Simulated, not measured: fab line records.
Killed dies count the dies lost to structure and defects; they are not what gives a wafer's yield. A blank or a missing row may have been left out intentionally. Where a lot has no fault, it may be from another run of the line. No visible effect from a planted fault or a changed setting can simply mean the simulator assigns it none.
The tool behind it: which one?    flow berkeleyCmos170    Sampling: 14 lots, 42 wafers, 5 of 331 route steps

WHAT THE GAUGES SHOWED, per wafer
UCB170_PVT_TW_MEAS_09.
lot   measured     on            PVT_TW
L694  day 5 20:54  filmMetro-04  502.7 503.9 503.0
L696  day 6 04:40  filmMetro-01  511.4 507.3 509.1
L695  day 6 04:58  filmMetro-01  511.0 509.6 508.2
L697  day 6 05:14  filmMetro-02  508.7 506.3 506.0
L699  day 6 10:37  filmMetro-02  427.7 429.4 429.0
L698  day 6 10:49  filmMetro-04  422.3 425.3 426.3
L700  day 6 10:54  filmMetro-02  506.8 508.6 506.7
L710  day 9 08:03  filmMetro-02  500.9 502.4 501.9
L715  day 9 15:34  filmMetro-01  508.5 505.5 507.3
L712  day 9 15:50  filmMetro-01  508.2 505.1 511.0
L716  day 9 15:55  filmMetro-04  506.1 504.3 504.8
L711  day 9 16:11  filmMetro-02  502.7 501.9 507.4
L714  day 9 16:25  filmMetro-01  507.1 508.4 507.4
L717  day 9 19:01  filmMetro-02  500.6 504.2 502.6

UCB170_PLDD_OVL_MEAS_07.
lot   measured      on          PLDD_OVL (nm)
L694  day 6 09:49   overlay-02  -9 -4 -2
L696  day 6 14:17   overlay-02  -15 -13 0
L695  day 6 14:11   overlay-01  9 0 6
L697  day 6 14:43   overlay-02  7 3 12
L699  day 7 01:31   overlay-02  4 3 4
L698  day 7 00:40   overlay-01  -5 -5 -6
L700  day 7 01:40   overlay-01  -9 -4 -12
L710  day 9 18:23   overlay-01  0 -1 3
L715  day 10 03:59  overlay-01  -6 -2 -10
L712  day 10 05:53  overlay-01  -5 -2 -3
L716  day 10 05:04  overlay-01  -9 3 -5
L711  day 10 05:16  overlay-02  -4 -9 -3
L714  day 10 04:59  overlay-02  -1 0 2
L717  day 10 10:37  overlay-01  -12 0 -5

UCB170_CONTACT_CD_MEAS_15: the cd target is 700 nm.
lot   measured      on        cdNm (nm)
L694  day 7 13:02   cdSem-01  698.5 698.7 698.5
L696  day 7 13:19   cdSem-01  701.0 700.2 699.5
L695  day 7 07:49   cdSem-01  700.4 700.6 700.5
L697  day 7 13:29   cdSem-01  700.4 699.4 699.5
L699  day 7 17:31   cdSem-02  698.7 699.8 699.7
L698  day 7 18:23   cdSem-01  699.1 697.9 697.8
L700  day 7 18:02   cdSem-02  700.7 701.0 700.0
L710  day 10 13:48  cdSem-02  698.3 698.1 698.1
L715  day 10 23:23  cdSem-01  700.3 701.6 700.7
L712  day 11 03:11  cdSem-02  699.1 699.4 701.4
L716  day 11 01:40  cdSem-01  697.7 697.4 698.8
L711  day 11 01:59  cdSem-02  698.9 702.6 700.3
L714  day 11 01:25  cdSem-02  700.5 700.2 698.9
L717  day 11 03:24  cdSem-01  699.8 699.6 699.8

EACH LOT AND THE TOOL THAT RAN IT (in order: tool; ch and the chambers of the sampled wafers; start)
lot   UCB170_PVT_IMPLANT_07           UCB170_CONTACT_STRIP_06
L694  implanter-04 ch 0, day 5 20:39  plasmaAsher-03 ch 0,1, day 7 09:01
L696  implanter-04 ch 0, day 6 04:25  plasmaAsher-01 ch 0,1, day 7 09:01
L695  implanter-01 ch 0, day 6 04:44  plasmaAsher-04 ch 0,1, day 7 05:57
L697  implanter-03 ch 0, day 6 05:02  plasmaAsher-04 ch 0,1, day 7 09:28
L699  implanter-04 ch 0, day 6 10:22  plasmaAsher-01 ch 0, day 7 16:19
L698  implanter-04 ch 0, day 6 10:34  plasmaAsher-03 ch 0,1, day 7 16:41
L700  implanter-01 ch 0, day 6 10:40  plasmaAsher-04 ch 0,1, day 7 16:41
L710  implanter-03 ch 0, day 9 07:49  plasmaAsher-03 ch 0,1, day 10 12:36
L715  implanter-03 ch 0, day 9 15:19  plasmaAsher-03 ch 0,1, day 10 22:12
L712  implanter-04 ch 0, day 9 15:35  plasmaAsher-04 ch 0,1, day 11 01:46
L716  implanter-01 ch 0, day 9 15:39  plasmaAsher-03 ch 0,1, day 10 23:59
L711  implanter-04 ch 0, day 9 15:58  plasmaAsher-01 ch 0,1, day 11 00:04
L714  implanter-01 ch 0, day 9 16:11  plasmaAsher-04 ch 0,1, day 10 23:59
L717  implanter-04 ch 0, day 9 18:46  plasmaAsher-03 ch 0,1, day 11 02:11
- UCB170_PVT_IMPLANT_07
- UCB170_CONTACT_STRIP_06: strips in O2.

WHAT THE TOOLS THEMSELVES READ (means of the sampled wafers that have a number; where no wafer has one, the mark that the record gives instead)
UCB170_PVT_IMPLANT_07.
lot   tool          doseIonsCm2  faradayCurrentUA
L694  implanter-04  2.0019e+12   6.33
L696  implanter-04  2.0024e+12   6.39
L695  implanter-01  1.9981e+12   6.42
L697  implanter-03  1.9985e+12   6.38
L699  implanter-04  1.1436e+12   3.61
L698  implanter-04  1.1400e+12   3.61
L700  implanter-01  1.9982e+12   6.43
L710  implanter-03  2.0021e+12   6.36
L715  implanter-03  2.0017e+12   6.34
L712  implanter-04  1.9969e+12   6.26
L716  implanter-01  1.9983e+12   6.34
L711  implanter-04  2.0031e+12   6.24
L714  implanter-01  1.9989e+12   6.35
L717  implanter-04  2.0000e+12   6.31

UCB170_CONTACT_STRIP_06.
lot   tool            drypumpMotorCurrentA (A)  oesProductAu (a.u.)  stripTimeToEndpointS (s)
L694  plasmaAsher-03  5.9                       0.736                22.02
L696  plasmaAsher-01  5.6                       0.731                21.94
L695  plasmaAsher-04  6.2                       0.734                21.98
L697  plasmaAsher-04  6.2                       0.736                21.97
L699  plasmaAsher-01  5.1                       0.737                21.99
L698  plasmaAsher-03  6.0                       0.732                21.92
L700  plasmaAsher-04  6.1                       0.734                22.00
L710  plasmaAsher-03  5.9                       0.733                21.99
L715  plasmaAsher-03  5.8                       0.733                21.97
L712  plasmaAsher-04  6.1                       0.733                21.92
L716  plasmaAsher-03  5.9                       0.735                21.95
L711  plasmaAsher-01  5.6                       0.733                21.96
L714  plasmaAsher-04  6.1                       0.733                21.95
L717  plasmaAsher-03  5.8                       0.731                21.95

THE ANSWER, worked out from the rows above alone
Rule: usual is defined by the lots themselves. The widest of any qualifying gaps counts: lots, ordered by their means at a reading, are off when they make up no more than a third of the lots, leave a main group of 4 or more, and stand apart from it by 3 or more times the standard deviation of that group's means. Not used: any main group whose means are identical at the precision the tables above print for the reading. A lot without any number at a reading at which 4 lots or more have one is off too. The other lots that the step has rows for count as sound. First the gauges in route order, then the tools' own readings, where a lot's mean is used as printed above. The first step at which some lot is off is used, and at that step the reading that is off furthest; a lot without a number counts as furthest.
Off: L699, L698, seen at UCB170_PVT_TW_MEAS_09 (PVT_TW). Main group: mean 506.0, sd 2.6.
A tool fits if, at a process step before that reading, it ran every lot that is off, and no sound lot after the first of them. Not tried: the gauges at UCB170_PVT_TW_MEAS_09; whatever is off there is also off at UCB170_PVT_IMPLANT_07, on other tools, and gauge error can't account for it. Of those tried, none fits.

WHAT THE SIMULATOR HAD PUT IN
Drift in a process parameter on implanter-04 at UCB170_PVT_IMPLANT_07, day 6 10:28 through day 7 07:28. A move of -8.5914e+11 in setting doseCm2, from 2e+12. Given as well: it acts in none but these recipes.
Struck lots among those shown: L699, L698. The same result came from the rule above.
